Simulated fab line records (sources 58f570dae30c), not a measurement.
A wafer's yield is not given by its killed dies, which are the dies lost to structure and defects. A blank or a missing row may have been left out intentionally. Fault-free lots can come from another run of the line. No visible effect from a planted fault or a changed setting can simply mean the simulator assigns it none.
Which tool was responsible? || flow berkeleyCmos170 || 14 lots, 42 wafers sampled, at 5 steps of a route of 331

WHAT THE GAUGES READ, wafer by wafer
UCB170_NWELL_TW_MEAS_16.
{"lot": "L441", "measured": "day 2 14:25", "on": "filmMetro-02", "NWELL_TW": "1246 1248 1248"}
{"lot": "L442", "measured": "day 2 20:04", "on": "filmMetro-03", "NWELL_TW": "1243 1243 1236"}
{"lot": "L444", "measured": "day 3 05:08", "on": "filmMetro-01", "NWELL_TW": "1250 1251 1250"}
{"lot": "L443", "measured": "day 3 05:24", "on": "filmMetro-01", "NWELL_TW": "1260 1252 1254"}
{"lot": "L446", "measured": "day 3 10:30", "on": "filmMetro-01", "NWELL_TW": "1243 1251 1246"}
{"lot": "L448", "measured": "day 4 00:14", "on": "filmMetro-01", "NWELL_TW": "1256 1258 1253"}
{"lot": "L451", "measured": "day 4 13:52", "on": "filmMetro-02", "NWELL_TW": "1245 1246 1241"}
{"lot": "L453", "measured": "day 4 20:51", "on": "filmMetro-03", "NWELL_TW": "1241 1244 1244"}
{"lot": "L452", "measured": "day 4 21:05", "on": "filmMetro-01", "NWELL_TW": "1247 1251 1255"}
{"lot": "L456", "measured": "day 5 16:20", "on": "filmMetro-03", "NWELL_TW": "1234 1234 1233"}
{"lot": "L459", "measured": "day 6 12:11", "on": "filmMetro-02", "NWELL_TW": "1249 1250 1251"}
{"lot": "L460", "measured": "day 6 19:44", "on": "filmMetro-01", "NWELL_TW": "1254 1243 1256"}
{"lot": "L462", "measured": "day 7 10:14", "on": "filmMetro-01", "NWELL_TW": "1251 1254 1253"}
{"lot": "L463", "measured": "day 7 10:29", "on": "filmMetro-01", "NWELL_TW": "1247 1254 1248"}

UCB170_ACTIVE_CD_MEAS_90: the cd target is 1200 nm.
{"lot": "L441", "measured": "day 4 20:00", "on": "cdSem-02", "cdNm (nm)": "1200.1 1201.7 1200.3"}
{"lot": "L442", "measured": "day 5 02:40", "on": "cdSem-01", "cdNm (nm)": "1199.6 1199.8 1201.0"}
{"lot": "L444", "measured": "day 5 12:22", "on": "cdSem-02", "cdNm (nm)": "1200.4 1200.9 1200.0"}
{"lot": "L443", "measured": "day 5 12:36", "on": "cdSem-02", "cdNm (nm)": "1198.9 1200.4 1199.9"}
{"lot": "L446", "measured": "day 5 20:03", "on": "cdSem-02", "cdNm (nm)": "1203.2 1201.9 1201.5"}
{"lot": "L448", "measured": "day 6 04:37", "on": "cdSem-01", "cdNm (nm)": "1198.5 1198.9 1199.6"}
{"lot": "L451", "measured": "day 7 03:45", "on": "cdSem-01", "cdNm (nm)": "1199.1 1201.4 1199.4"}
{"lot": "L453", "measured": "day 7 15:41", "on": "cdSem-01", "cdNm (nm)": "1200.8 1198.0 1198.6"}
{"lot": "L452", "measured": "day 7 15:30", "on": "cdSem-02", "cdNm (nm)": "1202.3 1200.8 1200.4"}
{"lot": "L456", "measured": "day 7 23:39", "on": "cdSem-01", "cdNm (nm)": "1200.2 1200.6 1200.9"}
{"lot": "L459", "measured": "day 8 23:32", "on": "cdSem-01", "cdNm (nm)": "1199.4 1199.4 1200.3"}
{"lot": "L460", "measured": "day 9 09:24", "on": "cdSem-01", "cdNm (nm)": "1202.1 1201.7 1201.2"}
{"lot": "L462", "measured": "day 9 20:08", "on": "cdSem-02", "cdNm (nm)": "1198.7 1199.3 1199.7"}
{"lot": "L463", "measured": "day 9 20:28", "on": "cdSem-02", "cdNm (nm)": "1200.3 1201.1 1199.7"}

UCB170_PFIELD_OVL_MEAS_06.
{"lot": "L441", "measured": "day 4 21:34", "on": "overlay-01", "PFIELD_OVL (nm)": "-3 -6 2"}
{"lot": "L442", "measured": "day 5 03:51", "on": "overlay-01", "PFIELD_OVL (nm)": "1 -3 -3"}
{"lot": "L444", "measured": "day 5 15:15", "on": "overlay-02", "PFIELD_OVL (nm)": "-1 3 2"}
{"lot": "L443", "measured": "day 5 15:32", "on": "overlay-02", "PFIELD_OVL (nm)": "-1 -3 -8"}
{"lot": "L446", "measured": "day 5 22:25", "on": "overlay-02", "PFIELD_OVL (nm)": "-1 6 9"}
{"lot": "L448", "measured": "day 6 05:52", "on": "overlay-02", "PFIELD_OVL (nm)": "-8 -2 -4"}
{"lot": "L451", "measured": "day 7 06:02", "on": "overlay-01", "PFIELD_OVL (nm)": "2 -2 -6"}
{"lot": "L453", "measured": "day 7 20:55", "on": "overlay-01", "PFIELD_OVL (nm)": "- - -"}
{"lot": "L452", "measured": "day 7 20:39", "on": "overlay-02", "PFIELD_OVL (nm)": "- - -"}
{"lot": "L456", "measured": "day 8 02:13", "on": "overlay-01", "PFIELD_OVL (nm)": "18 10 9"}
{"lot": "L459", "measured": "day 9 04:06", "on": "overlay-01", "PFIELD_OVL (nm)": "0 7 4"}
{"lot": "L460", "measured": "day 9 12:29", "on": "overlay-01", "PFIELD_OVL (nm)": "6 5 1"}
{"lot": "L462", "measured": "day 9 21:46", "on": "overlay-02", "PFIELD_OVL (nm)": "3 -4 3"}
{"lot": "L463", "measured": "day 9 22:07", "on": "overlay-02", "PFIELD_OVL (nm)": "-7 -2 -1"}

UCB170_FIELD_THK_MEAS_90.
{"lot": "L441", "measured": "day 5 20:39", "on": "filmMetro-01", "FIELD_OXIDE_LEFT_1_THK (nm)": "446 444 438"}
{"lot": "L442", "measured": "day 5 21:44", "on": "filmMetro-01", "FIELD_OXIDE_LEFT_1_THK (nm)": "455 457 463"}
{"lot": "L444", "measured": "day 6 07:44", "on": "filmMetro-01", "FIELD_OXIDE_LEFT_1_THK (nm)": "438 436 434"}
{"lot": "L443", "measured": "day 6 07:44", "on": "filmMetro-02", "FIELD_OXIDE_LEFT_1_THK (nm)": "446 444 444"}
{"lot": "L446", "measured": "day 6 18:32", "on": "filmMetro-02", "FIELD_OXIDE_LEFT_1_THK (nm)": "417 421 409"}
{"lot": "L448", "measured": "day 7 04:58", "on": "filmMetro-01", "FIELD_OXIDE_LEFT_1_THK (nm)": "442 456 447"}
{"lot": "L451", "measured": "day 8 01:31", "on": "filmMetro-04", "FIELD_OXIDE_LEFT_1_THK (nm)": "430 438 438"}
{"lot": "L453", "measured": "day 8 14:02", "on": "filmMetro-01", "FIELD_OXIDE_LEFT_1_THK (nm)": "423 428 429"}
{"lot": "L452", "measured": "day 8 14:02", "on": "filmMetro-02", "FIELD_OXIDE_LEFT_1_THK (nm)": "446 438 437"}
{"lot": "L456", "measured": "day 8 14:02", "on": "filmMetro-04", "FIELD_OXIDE_LEFT_1_THK (nm)": "434 429 441"}
{"lot": "L459", "measured": "day 9 18:44", "on": "filmMetro-02", "FIELD_OXIDE_LEFT_1_THK (nm)": "456 446 453"}
{"lot": "L460", "measured": "day 10 06:24", "on": "filmMetro-02", "FIELD_OXIDE_LEFT_1_THK (nm)": "444 447 441"}
{"lot": "L462", "measured": "day 10 13:43", "on": "filmMetro-01", "FIELD_OXIDE_LEFT_1_THK (nm)": "450 441 446"}
{"lot": "L463", "measured": "day 10 13:45", "on": "filmMetro-02", "FIELD_OXIDE_LEFT_1_THK (nm)": "437 435 440"}

WHICH TOOL RAN EACH LOT (tool, then ch and the chambers of the sampled wafers, then the start)
{"lot": "L441", "UCB170_PFIELD_COAT_01": "lithoTrack-01 ch 0, day 4 20:31"}
{"lot": "L442", "UCB170_PFIELD_COAT_01": "lithoTrack-04 ch 0, day 5 03:10"}
{"lot": "L444", "UCB170_PFIELD_COAT_01": "lithoTrack-04 ch 0, day 5 14:11"}
{"lot": "L443", "UCB170_PFIELD_COAT_01": "lithoTrack-01 ch 0, day 5 14:14"}
{"lot": "L446", "UCB170_PFIELD_COAT_01": "lithoTrack-04 ch 0, day 5 21:28"}
{"lot": "L448", "UCB170_PFIELD_COAT_01": "lithoTrack-01 ch 0, day 6 05:04"}
{"lot": "L451", "UCB170_PFIELD_COAT_01": "lithoTrack-01 ch 0, day 7 05:11"}
{"lot": "L453", "UCB170_PFIELD_COAT_01": "lithoTrack-01, day 7 19:59"}
{"lot": "L452", "UCB170_PFIELD_COAT_01": "lithoTrack-04, day 7 19:58"}
{"lot": "L456", "UCB170_PFIELD_COAT_01": "lithoTrack-04 ch 0, day 8 00:59"}
{"lot": "L459", "UCB170_PFIELD_COAT_01": "lithoTrack-04 ch 0, day 9 03:24"}
{"lot": "L460", "UCB170_PFIELD_COAT_01": "lithoTrack-04 ch 0, day 9 10:44"}
{"lot": "L462", "UCB170_PFIELD_COAT_01": "lithoTrack-01 ch 0, day 9 20:48"}
{"lot": "L463", "UCB170_PFIELD_COAT_01": "lithoTrack-04 ch 0, day 9 21:22"}
- UCB170_PFIELD_COAT_01: resist thk 900 nm.

AS READ BY THE TOOLS THEMSELVES (means over the sampled wafers that have a number; for cases with no such wafer, the mark the record gives instead)
UCB170_PFIELD_COAT_01.
{"lot": "L441", "tool": "lithoTrack-01", "chillPlateTempC (C)": 22.99, "dispensePressureKPa (kPa)": 49.3}
{"lot": "L442", "tool": "lithoTrack-04", "chillPlateTempC (C)": 23.01, "dispensePressureKPa (kPa)": 48.4}
{"lot": "L444", "tool": "lithoTrack-04", "chillPlateTempC (C)": 23.06, "dispensePressureKPa (kPa)": 48.4}
{"lot": "L443", "tool": "lithoTrack-01", "chillPlateTempC (C)": 23.05, "dispensePressureKPa (kPa)": 49.3}
{"lot": "L446", "tool": "lithoTrack-04", "chillPlateTempC (C)": 22.90, "dispensePressureKPa (kPa)": 48.4}
{"lot": "L448", "tool": "lithoTrack-01", "chillPlateTempC (C)": 23.11, "dispensePressureKPa (kPa)": 49.3}
{"lot": "L451", "tool": "lithoTrack-01", "chillPlateTempC (C)": 23.05, "dispensePressureKPa (kPa)": 49.3}
{"lot": "L453", "tool": "lithoTrack-01", "chillPlateTempC (C)": "-", "dispensePressureKPa (kPa)": "-"}
{"lot": "L452", "tool": "lithoTrack-04", "chillPlateTempC (C)": "-", "dispensePressureKPa (kPa)": "-"}
{"lot": "L456", "tool": "lithoTrack-04", "chillPlateTempC (C)": 22.99, "dispensePressureKPa (kPa)": 48.4}
{"lot": "L459", "tool": "lithoTrack-04", "chillPlateTempC (C)": 22.97, "dispensePressureKPa (kPa)": 48.4}
{"lot": "L460", "tool": "lithoTrack-04", "chillPlateTempC (C)": 22.95, "dispensePressureKPa (kPa)": 48.4}
{"lot": "L462", "tool": "lithoTrack-01", "chillPlateTempC (C)": 23.09, "dispensePressureKPa (kPa)": 49.2}
{"lot": "L463", "tool": "lithoTrack-04", "chillPlateTempC (C)": 22.95, "dispensePressureKPa (kPa)": 48.4}

THE ANSWER, worked out from the rows above alone
Rule: the lots themselves supply what counts as usual. Put in order of their means at a reading, lots are off if they are a third of the lots or fewer, leave a main group of 4 or more, and stand apart from it by a gap of 3 or more times the standard deviation of the main group's means; of several such gaps the widest counts. The tables above print the reading to a certain number of digits; a main group whose means all agree to those digits is not used. A lot without any number at a reading at which 4 lots or more have one is off too. The other lots that the step has rows for count as sound. After the gauges, taken in route order, come the tools' own readings; for these a lot's mean is taken, as printed above. The first step at which some lot is off is used, and at that step the reading that is off furthest; a lot without a number counts as furthest.
Off: at UCB170_PFIELD_OVL_MEAS_06 (PFIELD_OVL), L453, L452. Without a number there: L453, L452. Main group: mean 1 nm, sd 4.7.
If a tool, at a process step before that reading, ran all the lots that are off and no sound lot after the first of them, it fits. The gauges at UCB170_PFIELD_OVL_MEAS_06 aren't tried: what is off there is off at UCB170_PFIELD_COAT_01 too, on other tools, and a gauge's error can't cause that. Not one of the candidates tried fits.

WHAT HAD BEEN PUT IN BY THE SIMULATOR
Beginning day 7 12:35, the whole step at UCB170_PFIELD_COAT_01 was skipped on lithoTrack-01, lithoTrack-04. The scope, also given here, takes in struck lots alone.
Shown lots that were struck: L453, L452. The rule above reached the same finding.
